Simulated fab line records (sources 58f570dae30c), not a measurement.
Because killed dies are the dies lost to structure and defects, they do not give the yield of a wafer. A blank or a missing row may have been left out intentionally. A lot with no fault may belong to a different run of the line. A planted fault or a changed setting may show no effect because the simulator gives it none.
Which tool was responsible? -- flow berkeley cmos170 -- 39 wafers from 13 lots sampled at 2 of the route's 331 steps

## WHAT EACH GAUGE READ, for each wafer
UCB170_SDANNEAL_RS_MEAS_05: the measuring method here is four-point-probe.
lot,measured,on,NLDD_RS (ohm/sq)
L894,day 6 14:12,film metro-01,622.1 620.1 617.5
L895,day 7 03:10,film metro-01,618.6 618.9 618.6
L896,day 7 03:28,film metro-02,620.3 619.7 618.2
L897,day 7 10:26,film metro-01,618.4 617.3 616.5
L899,day 7 09:52,film metro-04,619.6 616.2 617.0
L898,day 7 10:04,film metro-02,617.6 616.9 617.1
L900,day 7 23:29,film metro-01,618.1 618.4 620.3
L901,day 8 06:28,film metro-01,617.4 617.6 617.8
L909,day 9 20:50,film metro-01,595.3 596.0 596.3
L911,day 10 04:47,film metro-02,595.4 595.8 596.4
L915,day 11 04:32,film metro-02,614.9 616.4 616.8
L916,day 11 04:00,film metro-01,617.7 617.9 618.2
L917,day 11 14:53,film metro-02,618.0 618.5 618.1

## TOOL THAT RAN EACH LOT (tool first, then ch and the chambers of the sampled wafers, then the start)
lot,UCB170_NLDD_IMPLANT_09
L894,"implanter-03 ch 0, day 6 03:52"
L895,"implanter-03 ch 0, day 6 14:05"
L896,"implanter-04 ch 0, day 6 18:36"
L897,"implanter-02 ch 0, day 7 01:02"
L899,"implanter-03 ch 0, day 7 01:32"
L898,"implanter-02 ch 0, day 7 01:59"
L900,"implanter-04 ch 0, day 7 13:12"
L901,"implanter-03 ch 0, day 7 16:26"
L909,"implanter-04 ch 0, day 9 12:22"
L911,"implanter-04 ch 0, day 9 16:16"
L915,"implanter-03 ch 0, day 10 15:25"
L916,"implanter-02 ch 0, day 10 15:40"
L917,"implanter-02 ch 0, day 11 03:46"
- UCB170_NLDD_IMPLANT_09

## AS READ BY THE TOOLS THEMSELVES (means over the sampled wafers that have a number; for cases with no such wafer, the mark the record gives instead)
UCB170_NLDD_IMPLANT_09.
lot,tool,dose ions cm2,faraday current uA
L894,implanter-03,5.003e+13,163
L895,implanter-03,5.000e+13,159
L896,implanter-04,5.000e+13,160
L897,implanter-02,5.002e+13,159
L899,implanter-03,5.002e+13,158
L898,implanter-02,4.996e+13,156
L900,implanter-04,5.002e+13,161
L901,implanter-03,5.005e+13,156
L909,implanter-04,5.537e+13,178
L911,implanter-04,5.543e+13,176
L915,implanter-03,4.995e+13,158
L916,implanter-02,5.001e+13,157
L917,implanter-02,4.994e+13,157

## THE ANSWER, worked out from the rows above alone
Rule: the usual values come from the lots themselves. The widest of any qualifying gaps counts: lots, ordered by their means at a reading, are off when they make up no more than a third of the lots, leave a main group of 4 or more, and stand apart from it by 3 or more times the standard deviation of that group's means. If all means in a main group match to the digits the tables above print for the reading, that group is not used. A lot without any number at a reading at which 4 lots or more have one is off too. All remaining lots with rows at the step are treated as sound. Order of review: gauges by route order, followed by the tools' own readings, for which a lot's mean as printed above is used. At the first step where some lot is off, the reading lying furthest off is the one used; lots without a number count as furthest.
Off: at UCB170_SDANNEAL_RS_MEAS_05 (NLDD_RS), L909, L911. The main group: mean 618.1 ohm/sq, standard deviation 1.
A tool fits if, at a process step before that reading, it ran every lot that is off, and no sound lot after the first of them. Not tried: the gauges at UCB170_SDANNEAL_RS_MEAS_05; whatever is off there is also off at UCB170_NLDD_IMPLANT_09, on other tools, and gauge error can't account for it. One fits: UCB170_NLDD_IMPLANT_09 on implanter-04. Its last sound lot is L900 (day 7 13:12), its first lot that is off L909 (day 9 12:22): a fault that began between those two fits.
The tool's own readings at UCB170_NLDD_IMPLANT_09 bear it out: on the lots that are off they differ by more than 5 times the standard deviation of the sound lots' means. dose ions cm2 reads 5.540e+13 there against 5.000e+13 on the sound lots; faraday current uA reads 177 there against 159 on the sound lots.

## WHAT THE SIMULATOR PUT IN
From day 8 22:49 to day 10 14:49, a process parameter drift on implanter-04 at UCB170_NLDD_IMPLANT_09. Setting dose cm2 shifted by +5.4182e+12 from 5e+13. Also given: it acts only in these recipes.
Struck lots among those shown: L909, L911. This agrees with what the rule above found.
